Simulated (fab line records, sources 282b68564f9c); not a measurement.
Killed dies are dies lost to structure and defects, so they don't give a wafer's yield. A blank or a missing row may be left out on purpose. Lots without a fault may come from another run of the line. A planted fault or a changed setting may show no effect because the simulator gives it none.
fab line records | flow rit_cmos
record lots=7 wafers=21 last_day=7
route steps=202 shown SPACER@126 NSD@131 M1@202
lots that met no fault: from a run of the same line without faults
start_h: hours from the record's first day to the start of the lot's first wafer shown | wait_h: hours since the lot's step before | " the same as in the row above | L1.1+2: a row that stands for several wafers | - no value, or no start given | * or withheld: withheld | < > ~ a bound
route shown NAME@n: a module of which the file shows steps, and the number in the route of the first | usual: mean/standard deviation of fault-free wafers | same: alike in all rows | chamber/n: place in a boat | sites: the reading at each site | _std_site: their standard deviation | _edge_site: outer sites' mean less inner sites' | radius_mm: how far each site lies from the wafer's centre | mask NAME#n: copy n | behind: the tool/chamber that last shaped the wafer | hold: why the lot was held/for how many hours/how that ended | device: the transistor (n, p or np) that didn't switch | end of line: the same wafers' tests at the end of the route | a step without rows: its recipe alone | killed: dies lost to structure and defects at the first sort, not the wafer's yield | map: a wafer's dies, x killed, . not, _ none there
set.NAME: the setting as run; set.NAME@STEP: as run at that earlier step | model.NAME: the simulator's own value behind a step, which no gauge read
lots at some steps of the route; a table a step, a row a wafer
services: from which hour (start_h, from the record's first day; less than 0 if before it) a tool's chamber was out of use, for how many hours, and why
## steps
# step RIT_SPACER_CLEAN_01
# recipe chemistry=dHF dilution=50:1 time_s=30
# step RIT_SPACER_CLEAN_02
# recipe chemistry=SC2 mix=3:3:50 time_s=600 temp_c=75 dry=n2_spin
# step RIT_SPACER_CVD_03
# recipe material=Si3N4 target_thk_nm=250 temp_c=810 precursor=SiH2Cl2/NH3 time_s=3300 pressure_mtorr=300 sih2cl2_flow_sccm=60 nh3_flow_sccm=150
# step RIT_SPACER_THK_MEAS_04
# recipe reads=Si3N4_of_SPACER_CVD_03
# usual SPACER_NITRIDE_THK=250/3.1
# columns lot.wafer tool chamber start_h wait_h SPACER_NITRIDE_THK[nm]
L480.1 film_metro-01 - 77.85 0.0 250
L480.2 " - " " 251
L480.5 " - " " 250
L483.1 film_metro-01 - 90.87 0.0 256
L483.2 " - " " 255
L483.6 " - " " 256
L487.4 film_metro-03 - 111.35 0.0 253
L487.5 " - " " 253
L487.6 " - " " 252
L489.2 film_metro-01 - 121.18 0.0 250
L489.4 " - " " 250
L489.5 " - " " 250
L490.1 film_metro-01 - 128.98 0.0 256
L490.2 " - " " 254
L490.5 " - " " 255
L496.2 film_metro-02 - 153.86 0.0 249
L496.5 " - " " 246
L496.6 " - " " 249
L498.1 film_metro-03 - 166.46 0.0 248
L498.2 " - " " 248
L498.6 " - " " 251
# step RIT_SPACER_ETCHBACK_05
# recipe target_depth_a=2500 SF6_flow_sccm=30 CHF3_flow_sccm=30 target=Si3N4 chemistry=SF6/CHF3 pressure_mtorr=40 rf_w=250 time_s=240 stop_on=SiO2
# usual drypump_motor_current_A=5.8/0.53 oes_product_au=0.840/0.014 throttle_valve_pct=10.33/0.14
# columns lot.wafer tool chamber start_h wait_h drypump_motor_current_A oes_product_au rf_hours_counter_h throttle_valve_pct
L480.1 rie_diel-03 0 77.91 0.1 5.9 0.822 70 10.26
L480.2 " 3 " " 4.8 0.853 41 10.45
L480.5 " 3 " " 4.8 0.839 - 10.43
L483.1 rie_diel-04 3 90.93 0.1 6.0 0.868 50 10.27
L483.2 " 2 " " 6.3 0.839 23 10.34
L483.6 " 2 " " 6.3 0.849 - 10.32
L487.4 rie_diel-02 2 111.38 0.0 5.0 0.847 5 10.55
L487.5 " 2 " " 5.0 0.851 - 10.54
L487.6 " 1 " " 5.0 0.839 - 10.38
L489.2 rie_diel-03 2 121.23 0.0 6.1 0.839 0 9.97
L489.4 " 2 " " 6.1 0.845 - 9.97
L489.5 " 3 " " 4.8 0.837 - 10.43
L490.1 rie_diel-03 2 129.04 0.1 6.1 0.858 0 9.97
L490.2 " 0 " " 5.8 0.821 72 10.26
L490.5 " 2 " " 6.1 0.858 - 9.97
L496.2 rie_diel-02 3 153.91 0.0 6.7 0.820 123 10.45
L496.5 " 2 " " 5.0 0.836 - 10.54
L496.6 " 3 " " 6.7 0.825 - 10.43
L498.1 rie_diel-04 1 166.52 0.1 5.9 0.869 49 10.44
L498.2 " 0 " " 5.8 0.842 117 10.26
L498.6 " 2 " " 6.2 0.829 - 10.33
# step RIT_NSD_HMDS_00
# recipe prime_time_s=60 prime_temp_c=140
# step RIT_NSD_COAT_01
# recipe resist=NOVOLAK spin_rpm=3250 resist_thk_nm=1000
# step RIT_NSD_SOFTBAKE_02
# recipe resist=NOVOLAK temp_c=90 time_s=60
# step RIT_NSD_EXPOSE_03
# recipe mask_id=M9 na=0.57 target_cd_nm=40700 dose_mj=250
# step RIT_NSD_PEB_04
# recipe resist=NOVOLAK temp_c=withheld time_s=withheld
# step RIT_NSD_DEVELOP_05
# recipe resist=NOVOLAK develop_time_s=50 dev_temp_c=23
# step RIT_NSD_OVL_MEAS_06
# usual NSD_OVL=0.3/1.2
# columns lot.wafer tool chamber start_h wait_h NSD_OVL[nm]
L480.1 overlay-02 - 79.03 - -1.1
L480.2 " - " " 0.7
L480.5 " - " " 0.3
L483.1 overlay-02 - 91.93 - -1.1
L483.2 " - " " -1.4
L483.6 " - " " -1.5
L487.4 overlay-01 - 112.52 - 1.1
L487.5 " - " " 0.0
L487.6 " - " " -0.2
L489.2 overlay-02 - 122.36 - 1.3
L489.4 " - " " 0.6
L489.5 " - " " 2.4
L490.1 overlay-02 - 130.04 - -0.9
L490.2 " - " " -0.7
L490.5 " - " " -1.4
L496.2 overlay-01 - 154.92 - -0.7
L496.5 " - " " -1.6
L496.6 " - " " -1.0
L498.1 overlay-01 - 167.64 - -0.7
L498.2 " - " " -0.4
L498.6 " - " " -0.3
# step RIT_NSD_HARDBAKE_07
# recipe resist=NOVOLAK temp_c=140 time_s=60
# usual heater_power_total_W=62.54/0.05 plate_temp_C=140.00/0.15
# columns lot.wafer tool chamber start_h wait_h heater_power_total_W plate_temp_C model.NOVOLAK_of_NSD_COAT_01.thk_nm
L480.1 litho_track-03 0 79.07 0.0 62.45 140.21 885.3
L480.2 " 0 " " 62.61 140.15 883.4
L480.5 " 0 " " 62.56 139.94 884.1
L483.1 litho_track-04 0 92.20 0.3 62.46 140.15 881.4
L483.2 " 0 " " 62.48 139.86 880.1
L483.6 " 0 " " 62.58 140.01 882.4
L487.4 litho_track-03 0 112.61 0.1 59.98 135.78 891.2
L487.5 " 0 " " 60.01 135.65 890.1
L487.6 " 0 " " 59.98 135.67 890.8
L489.2 litho_track-03 0 122.41 0.0 60.01 135.65 890.4
L489.4 " 0 " " 59.92 135.70 890.9
L489.5 " 0 " " 60.11 135.64 890.2
L490.1 litho_track-03 0 130.09 0.0 59.99 135.37 891.5
L490.2 " 0 " " 59.97 135.35 887.8
L490.5 " 0 " " 59.98 135.29 892.9
L496.2 litho_track-01 0 154.97 0.0 62.54 139.86 881.8
L496.5 " 0 " " 62.53 139.87 881.4
L496.6 " 0 " " 62.51 139.80 882.2
L498.1 litho_track-04 0 167.68 0.0 62.53 140.09 884
L498.2 " 0 " " 62.49 140.08 881.4
L498.6 " 0 " " 62.51 139.91 883.3
# step RIT_NSD_IMPLANT_08
# recipe species=P energy_kev=24.7 dose_cm2=1e+15 tilt_deg=7
# step RIT_M1_PROBE_99
# usual killed_at_front_end=6.9/2.9 killed_dies=7.0/2.9 killed_open=3.4/2.1 killed_short=3.5/1.8
# same gross_dies=264 killed_at_M0_to_M3=0 killed_at_M4_up=0 killed_at_back_side=0 killed_at_contacts=0 killed_at_other=0
# columns lot.wafer tool chamber start_h wait_h killed_at_front_end killed_dies killed_open killed_short
L487.4 prober-01 - 122.68 0.2 5 5 3 2
L487.5 prober-01 - 122.73 0.2 9 9 2 7
L487.6 prober-01 - 122.78 0.2 8 8 2 6
L489.2 prober-01 - 132.54 0.1 6 6 2 4
L489.4 prober-01 - 132.64 0.2 12 12 2 10
L489.5 prober-01 - 132.69 0.2 5 5 2 3
# killed by level:class
L487.4 FOX2:geometric_particle:short=2 FOX1:geometric_particle:open=1 FOX2:geometric_particle:open=1 GATE:geometric_particle:open=1
L487.5 SPACER:geometric_particle:short=3 FOX1:geometric_particle:short=2 GATE:geometric_particle:short=1 REOX:geometric_particle:short=1 SPACER:geometric_particle:open=1 SILICIDE:geometric_particle:open=1
L487.6 GATE:geometric_particle:short=2 GATE:geometric_particle:open=2 SILICIDE:geometric_particle:short=2 FOX2:geometric_particle:short=1 REOX:geometric_particle:short=1
L489.2 GATE:geometric_particle:short=2 SPACER:geometric_particle:short=2 REOX:geometric_particle:open=1 SILICIDE:geometric_particle:open=1
L489.4 GATE:geometric_particle:short=6 FOX2:geometric_particle:short=2 SPACER:geometric_particle:open=2 FOX1:geometric_particle:short=1 SPACER:geometric_particle:short=1
L489.5 GATE:geometric_particle:short=1 REOX:geometric_particle:short=1 SPACER:geometric_particle:open=1 SPACER:geometric_particle:short=1 SILICIDE:geometric_particle:open=1
## services
# columns tool chamber start_h hours kind
rie_diel-04 1 58.61 5.6 repair
rie_diel-03 1 63.76 17.4 repair
rie_diel-03 2 81.13 - clean
rie_diel-03 2 81.13 - consumable_replace:esc
rie_diel-03 2 81.13 30.9 scheduled_down
rie_diel-03 2 81.13 30.9 vent_cycle
rie_diel-03 1 112.02 - clean
rie_diel-03 1 112.02 26.6 scheduled_down
rie_diel-03 1 112.02 26.6 vent_cycle
rie_diel-02 - 118.34 20.4 repair
rie_diel-03 0 160.43 8.9 repair
rie_diel-02 1 165.22 10.0 repair
## key
first_sign step=RIT_NSD_HARDBAKE_07 reading=heater_power_total_W direction=down sigmas=51 usual=62.54 struck=59.99
effect step=RIT_NSD_HARDBAKE_07 reading=plate_temp_C direction=down sigmas=29 usual=* struck=*
model_effect step=RIT_NSD_HARDBAKE_07 value=NOVOLAK_of_NSD_COAT_01.thk_nm without=883.4 struck=890.7
met_at RIT_NSD_HARDBAKE_07
struck_wafers L487.4,L487.5,L487.6,L489.2,L489.4,L489.5,L490.1,L490.2,L490.5
tester_left_out L487,L489,L490
onset_between 79.07 112.61
fault kind=process_parameter_drift tool=litho_track-03 chamber=- onset_h=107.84 steps=RIT_NSD_HARDBAKE_07 channel=temp_c offset=* shape=step end_h=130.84 acts_in=* stated=*
# tester_left_out: of these lots the tester's yield and bins aren't shown, on N5 and GAA mostly nor the transistor test; their killed dies are dies lost to structure and defects alone, not to doping, threshold or leakage, so they don't give the yield
